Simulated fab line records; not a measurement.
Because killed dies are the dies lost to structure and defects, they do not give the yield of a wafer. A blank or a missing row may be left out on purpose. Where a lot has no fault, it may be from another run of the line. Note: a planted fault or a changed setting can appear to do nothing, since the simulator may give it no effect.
Tool commonality check	flow rit cmos	Lots sampled 14, wafers sampled 42

== WHY IT WAS OPENED ==
Of 14 lots, 2 have the reading NWELL_TW flagged at RIT_NWELL_TW_MEAS_10. No-fault wafers: 2135, standard deviation 17.
Rule: a lot gets a flag if all its wafers with a number sit over 4 standard deviations from that mean, or if no wafer of it has a number. The other lots count as sound.

lot	measured	on	NWELL_TW, wafer by wafer	flag
L463	day 2 02:23	film metro-04	2140 2128 2135	
L464	day 2 08:35	film metro-03	2110 2101 2108	
L465	day 2 13:23	film metro-04	2140 2135 2136	
L466	day 2 16:56	film metro-03	2121 2112 2118	
L468	day 3 04:08	film metro-04	2131 2132 2124	
L469	day 3 08:42	film metro-04	2131 2131 2139	
L472	day 3 23:14	film metro-01	2158 2166 2164	
L473	day 4 06:31	film metro-01	2171 2169 2160	
L474	day 4 09:53	film metro-04	2145 2131 2143	
L475	day 4 15:04	film metro-01	1858 1858 1872	FLAGGED
L477	day 5 01:31	film metro-03	2120 2119 2100	
L478	day 5 04:52	film metro-03	1832 1823 1832	FLAGGED
L484	day 6 11:20	film metro-01	2142 2152 2157	
L485	day 6 16:17	film metro-01	2145 2134 2149	
The numbers of the flagged lots are 1846 on average: -289 against the usual, or -17 standard deviations.

== TOOL THAT RAN EACH LOT ==
The record holds 1 process step before the reading, out of a route of 202 steps. Every cell lists first the tool, next ch and the chambers used by the sampled wafers, and last the start.
lot	flag	RIT_NWELL_IMPLANT_08
L463		implanter-04 ch 0, day 2 02:04
L464		implanter-03 ch 0, day 2 08:16
L465		implanter-01 ch 0, day 2 13:03
L466		implanter-01 ch 0, day 2 16:37
L468		implanter-01 ch 0, day 3 03:48
L469		implanter-04 ch 0, day 3 08:23
L472		implanter-03 ch 0, day 3 22:55
L473		implanter-04 ch 0, day 4 06:13
L474		implanter-04 ch 0, day 4 09:35
L475	FLAGGED	implanter-03 ch 0, day 4 14:44
L477		implanter-04 ch 0, day 5 01:11
L478	FLAGGED	implanter-03 ch 0, day 5 04:34
L484		implanter-01 ch 0, day 6 11:02
L485		implanter-04 ch 0, day 6 15:58
These steps, and what they do:
- RIT_NWELL_IMPLANT_08
- RIT_NWELL_TW_MEAS_10

== FLAGGED OVER TOTAL, TOOL BY TOOL (the gauges that took the reading come last) ==
step	tool	lots run	flagged	share of the flagged lots	sound lots run after its first flagged lot
RIT_NWELL_IMPLANT_08	implanter-01	4	0	none	-
RIT_NWELL_IMPLANT_08	implanter-03	4	2	all	0
RIT_NWELL_IMPLANT_08	implanter-04	6	0	none	-
RIT_NWELL_TW_MEAS_10	film metro-01	5	1	some	2 (L484,L485)
RIT_NWELL_TW_MEAS_10	film metro-03	4	1	some	0
RIT_NWELL_TW_MEAS_10	film metro-04	5	0	none	-

== WHAT THE TABLE PERMITS ==
Rows of the table that ran each flagged lot: 1, that is implanter-03 at RIT_NWELL_IMPLANT_08.
- implanter-03 at RIT_NWELL_IMPLANT_08 ran 4 lots, 2 of them flagged. Last sound lot L472 at day 3 22:55, first flagged lot L475 at day 4 14:44; a fault beginning in between fits. Its own readings lie more than 4 standard deviations out on every wafer of the flagged lots: dose ions cm2, faraday current uA.
implanter-03 at RIT_NWELL_IMPLANT_08 is the single tool remaining.

== WHAT THE SIMULATOR HAD INSERTED ==
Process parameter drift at RIT_NWELL_IMPLANT_08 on implanter-03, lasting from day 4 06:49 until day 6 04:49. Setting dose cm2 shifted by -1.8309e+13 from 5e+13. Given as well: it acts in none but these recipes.
Shown lots that were struck: L475, L478. The rule above found the same.
